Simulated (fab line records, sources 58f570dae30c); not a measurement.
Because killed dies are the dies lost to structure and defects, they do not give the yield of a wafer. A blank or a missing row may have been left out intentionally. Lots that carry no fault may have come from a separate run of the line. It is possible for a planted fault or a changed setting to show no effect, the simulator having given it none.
Which of the tools did it? | flow berkeley-cmos170 | 14 lots with 42 wafers sampled at 2 steps, on a route of 331 steps

== WHAT EACH GAUGE READ, for each wafer ==
UCB170_M3_CD_MEAS_15: the cd target is 700 nm.
lot  | measured     | on        | cd-nm (nm)
L854 | day 7 09:56  | cd-sem-01 | 700.3 700.4 700.4
L856 | day 7 20:41  | cd-sem-02 | 701.5 700.3 701.4
L862 | day 8 16:33  | cd-sem-02 | 700.5 700.6 700.5
L859 | day 8 16:52  | cd-sem-02 | 715.8 714.6 714.8 715.4 714.6 714.5
L860 | day 9 03:25  | cd-sem-01 | 700.0 700.9 700.7
L863 | day 9 03:37  | cd-sem-02 | 716.5 717.9 717.3 716.3 717.7 717.0
L867 | day 10 05:07 | cd-sem-01 | 700.0 698.9 697.4
L868 | day 11 10:16 | cd-sem-02 | 697.6 699.5 698.4
L870 | day 11 16:06 | cd-sem-02 | 700.0 700.9 700.2
L872 | day 11 19:20 | cd-sem-01 | 697.2 697.3 697.5
L874 | day 11 22:06 | cd-sem-02 | 701.4 703.0 702.8
L873 | day 11 22:39 | cd-sem-02 | 698.9 700.4 700.1
L876 | day 12 14:22 | cd-sem-02 | 700.4 698.6 699.5
L875 | day 12 15:26 | cd-sem-01 | 696.7 697.4 698.2

== TOOL THAT RAN EACH LOT (tool first, then ch and the chambers of the sampled wafers, then the start) ==
lot  | UCB170_M3_PEB_13
L854 | litho-track-03 ch 0, day 7 09:34
L856 | litho-track-04 ch 0, day 7 20:25
L862 | litho-track-01 ch 0, day 8 16:16
L859 | litho-track-04 ch 0, day 8 16:35
L860 | litho-track-03 ch 0, day 9 03:10
L863 | litho-track-04 ch 0, day 9 03:21
L867 | litho-track-03 ch 0, day 10 04:50
L868 | litho-track-01 ch 0, day 11 09:59
L870 | litho-track-01 ch 0, day 11 15:50
L872 | litho-track-03 ch 0, day 11 19:03
L874 | litho-track-04 ch 0, day 11 21:50
L873 | litho-track-01 ch 0, day 11 22:23
L876 | litho-track-01 ch 0, day 12 14:05
L875 | litho-track-01 ch 0, day 12 15:10
- UCB170_M3_PEB_13

== AS READ BY THE TOOLS THEMSELVES (means over the sampled wafers that have a number; for cases with no such wafer, the mark the record gives instead) ==
UCB170_M3_PEB_13.
lot  | tool           | heater-power-total-W (W)
L854 | litho-track-03 | 56.78
L856 | litho-track-04 | 56.78
L862 | litho-track-01 | 56.78
L859 | litho-track-04 | 61.01
L860 | litho-track-03 | 56.79
L863 | litho-track-04 | 61.03
L867 | litho-track-03 | 56.83
L868 | litho-track-01 | 56.82
L870 | litho-track-01 | 56.79
L872 | litho-track-03 | 56.81
L874 | litho-track-04 | 56.81
L873 | litho-track-01 | 56.77
L876 | litho-track-01 | 56.76
L875 | litho-track-01 | 56.83

== THE ANSWER, worked out from the rows above alone ==
Rule: the usual values come from the lots themselves. The widest of any qualifying gaps counts: lots, ordered by their means at a reading, are off when they make up no more than a third of the lots, leave a main group of 4 or more, and stand apart from it by 3 or more times the standard deviation of that group's means. If all means in a main group match to the digits the tables above print for the reading, that group is not used. Also off: a lot with no number at a reading for which 4 or more lots have one. Where the step has rows for the other lots, those lots are counted as sound. After the gauges, taken in route order, come the tools' own readings; for these a lot's mean is taken, as printed above. At the first step where some lot is off, the reading lying furthest off is the one used; lots without a number count as furthest.
Off at UCB170_M3_CD_MEAS_15 (cd-nm): L859, L863. The main group: mean 699.7 nm, standard deviation 1.4.
A tool fits if, at a process step before that reading, it ran every lot that is off, and no sound lot after the first of them. The gauges at UCB170_M3_CD_MEAS_15 aren't tried: what is off there is off at UCB170_M3_PEB_13 too, on other tools, and a gauge's error can't cause that. Not one of the candidates tried fits.

== WHAT THE SIMULATOR HAD PUT IN ==
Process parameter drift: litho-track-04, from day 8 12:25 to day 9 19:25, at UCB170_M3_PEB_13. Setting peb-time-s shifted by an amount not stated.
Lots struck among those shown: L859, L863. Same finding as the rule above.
